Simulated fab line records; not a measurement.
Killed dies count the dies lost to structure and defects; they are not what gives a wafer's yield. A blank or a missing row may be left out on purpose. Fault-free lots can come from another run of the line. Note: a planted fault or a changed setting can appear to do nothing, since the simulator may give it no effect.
Problem report, 8D (eight disciplines) form, completed by code :: flow rit cmos :: the parts of the form that need people (team, actions taken, sign-off) are left out

== 1. WHAT IS WRONG ==
At RIT_SILICIDE_RTA_06, wafer_temp_C_max averages 741.5 over 6 wafers from 2 lots, while fault-free wafers read 753.8, standard deviation 0.76. Measured from the usual mean, that is -16 standard deviations.
The step: time 10 s, ramp up 5 s, ramp down 10 s.
The first sign was on wafer L371.1 at day 5 21:55, on rtp anneal-01. The record has a number at this step for 42 wafers belonging to 14 lots. The rule behind "out" and "out of limits": a value lying over 4 standard deviations away from the usual mean. The other wafers with a number count as sound.

== 2. WHAT IT IS; WHAT IT IS NOT ==
question: which readings at this step
is: wafer_temp_C_max
is not: -

question: which lots
is: L371, L375
is not: L360, L362, L363, L364, L365, L367, L372, L374, L378, L379, L380, L382

question: which wafers of those lots
is: all that have a number
is not: -

question: read on which tools
is: rtp anneal-01
is not: rtp anneal-02

question: when
is: from day 5 21:55
is not: up to then (18 sound wafers); but 18 sound wafers of L372, L374, L378, L379, L380, L382 came after

== 3. SUSPECTS, AND WHAT RULES EACH OUT ==
Counting: a tool stays on the suspect list if, at a process step up to the reading, it processed all lots that are out and no sound lot following the first of them.
- rtp anneal-01 at RIT_SILICIDE_RTA_06 (time 10 s, ramp up 5 s, ramp down 10 s): kept. All lots that are out passed through it, beginning with L371 at day 5 21:55, and no sound lot followed; its final sound lot before that point was L367 at day 4 16:16. Its own wafer_temp_C_max readings are out on those wafers.
Remaining after the count: rtp anneal-01 at RIT_SILICIDE_RTA_06.

== 4. THE CAUSE (what the simulator had put in) ==
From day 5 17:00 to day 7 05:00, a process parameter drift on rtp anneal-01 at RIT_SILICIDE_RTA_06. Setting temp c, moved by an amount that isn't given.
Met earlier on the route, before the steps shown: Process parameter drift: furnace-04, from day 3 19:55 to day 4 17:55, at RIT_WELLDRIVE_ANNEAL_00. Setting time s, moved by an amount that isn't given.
This tool alone remained once counting was done.

== 5. SEQUENCE OF EFFECTS, ordered by route ==
Rows list readings where the struck wafers' mean (over those with a number) sits beyond 3 standard deviations from the usual. Only readings for which the record gives a usual standard deviation are gone through. hours: the time from each lot's start at the first step in this table that gives one to its start at this step, as a median over the lots. sigmas: the change in usual standard deviations.
hours: 0
step: RIT_SILICIDE_RTA_06
reading: wafer_temp_C_max
usual: 753.8
on struck wafers: 741.5
change: -12.3
sigmas: -16
Its process steps:
- RIT_SILICIDE_RTA_06: time 10 s, ramp up 5 s, ramp down 10 s.

== 6. WHAT WOULD HAVE CAUGHT IT SOONER ==
In this record no reading fell out of limits until day 5 21:55, 5 hours after the fault had begun at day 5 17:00.
